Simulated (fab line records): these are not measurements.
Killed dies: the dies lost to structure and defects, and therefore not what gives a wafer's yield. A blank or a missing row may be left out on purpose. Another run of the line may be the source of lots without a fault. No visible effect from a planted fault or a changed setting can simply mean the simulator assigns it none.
A struck lot beside a sound one | flow rit cmos | 18 steps out of a route of 202
Sound: the wafers L257.2, L257.3, L257.4. Wafers L255.2, L255.4, L255.6 were the ones struck. The cause is named last.
For every step that has rows: the tool of each side, followed by ch and its chambers, followed by its first start. Under that, the readings that differ: sound wafers | struck wafers | difference of the means | sigmas: that difference in standard deviations of wafers without a fault.
alike: readings whose means differ by less than 2 such deviations, and words and numbers that are the same on both sides. not compared: withheld readings, readings that some wafer has no value for, bounds like >300 that may hide the same value, and numbers for which the record gives no deviation and whose values overlap.
Wherever a step has rows on one side only, a row that says differs or no value, or a row with sigmas, the two part there. Non-overlapping numbers with no deviation appear without sigmas and do not part them. A reading missing from all wafers of one side parts the sides only when that side holds two or more wafers.

RIT_M1_SPUTTER_00: material Al, target thk 400 nm, time 500 s.
  sound: pvd sputter-01 at day 7 01:39; struck: pvd sputter-01 at day 6 14:35
  alike: substrate temp c, throttle valve pct
RIT_M1_RS_MEAS_01: uses a four-point probe to measure.
  sound: film metro-02 at day 7 01:58; struck: film metro-03 at day 6 14:55
  alike: M1_AL_RS
RIT_M1_THK_MEAS_02: measures by xrf.
  sound: film metro-02 at day 7 02:05; struck: film metro-03 at day 6 15:01
  alike: M1_AL_THK
then, 6 steps without rows for these wafers: RIT_M1_HMDS_03 (prime time 60 s); RIT_M1_COAT_04 (resist thk 1300 nm); RIT_M1_SOFTBAKE_05 (time 60 s); RIT_M1_EXPOSE_06 (exposes mask M12, target cd 2600 nm); RIT_M1_PEB_07; RIT_M1_DEVELOP_08 (develop time 68 s).
RIT_M1_CD_MEAS_09: target cd 2600 nm.
  sound: cd sem-02 at day 7 03:12; struck: cd sem-02 at day 6 15:58
  alike: cd nm
RIT_M1_OVL_MEAS_10:
  sound: overlay-01 at day 7 03:19; struck: overlay-02 at day 6 16:04
  alike: M1_OVL
then, 1 step without rows for these wafers: RIT_M1_HARDBAKE_11 (time 120 s).
RIT_M1_METAL_ETCH_12: etches Al in Cl2/BCl3, stops on SiO2, time 165 s, target depth 600 nm.
  sound on rie metal-03 ch 0,1, day 7 03:35; struck on rie metal-03 ch 0,1, day 6 16:21
  no value came back on the struck wafers for any of 6 readings (bcl3 flow sccm (sccm), chamber pressure mTorr (mTorr) and others); on the sound wafers bcl3 flow sccm (sccm) reads 49.82 50.02 50.26
  reading                                  | sound             | struck            | difference | sigmas
  model.NOVOLAK_of_M1_COAT_04.thk nm (nm)  | 794.5 798.9 808.8 | 1132 1136 1133    | +333       |
  model.SiO2_of_CONTACT_CVD_00.thk nm (nm) | 354.7 355.4 363   | 389.6 397.2 396.6 | +36.8      |
  not compared: rf hours counter h
then, 1 step without rows for these wafers: RIT_M1_STRIP_13 (strips in nmp, time 600 s).
RIT_M1_STRIP_14: strips in O2, time 180 s.
  sound on plasma asher-03 ch 0,1, day 7 03:58; struck on plasma asher-02 ch 1, day 6 16:41
  alike: drypump motor current A
  not compared: rf hours counter h
RIT_M1_CD_MEAS_90: target cd 2600 nm.
  sound: cd sem-02 at day 7 04:09; struck: cd sem-02 at day 6 16:53
  reading    | sound                | struck | difference                    | sigmas
  cd nm (nm) | 2601.4 2601.5 2603.2 | - - -  | no value on the struck wafers |
then, 1 step without rows for these wafers: RIT_M1_ANNEAL_15 (time 1800 s).
RIT_M1_PROBE_99:
  sound: prober-02 at day 7 05:55; struck: prober-02 at day 6 18:39
  reading                  | sound          | struck           | difference | sigmas
  defect limited yield (%) | 98.1 98.5 97.7 | 0 0 0            | -98        | -82
  killed_at_M0_to_M3       | 0 0 0          | 262 263 260      | +262       | +99 or more
  killed dies              | 5 4 6          | 264 264 264      | +259       | +84
  killed on rim            | 2 3 1          | 70 70 70         | +68        | +49
  sort_bin_5_function (%)  | 0.4 0.8 1.1    | 100.0 100.0 99.6 | +99.1      | +99 or more
  sort n pass              | 259 260 258    | 0 0 0            | -259       | -84
  sort yield pct (%)       | 98.1 98.5 97.7 | 0 0 0            | -98        | -82
  alike: killed at front end, killed open, killed short, sort_bin_3_pad_short, sort_bin_6_memory

== WHERE THEY PART ==
At RIT_M1_METAL_ETCH_12 first; at RIT_M1_PROBE_99 last (within this record only).

WHY: what the simulator had put in
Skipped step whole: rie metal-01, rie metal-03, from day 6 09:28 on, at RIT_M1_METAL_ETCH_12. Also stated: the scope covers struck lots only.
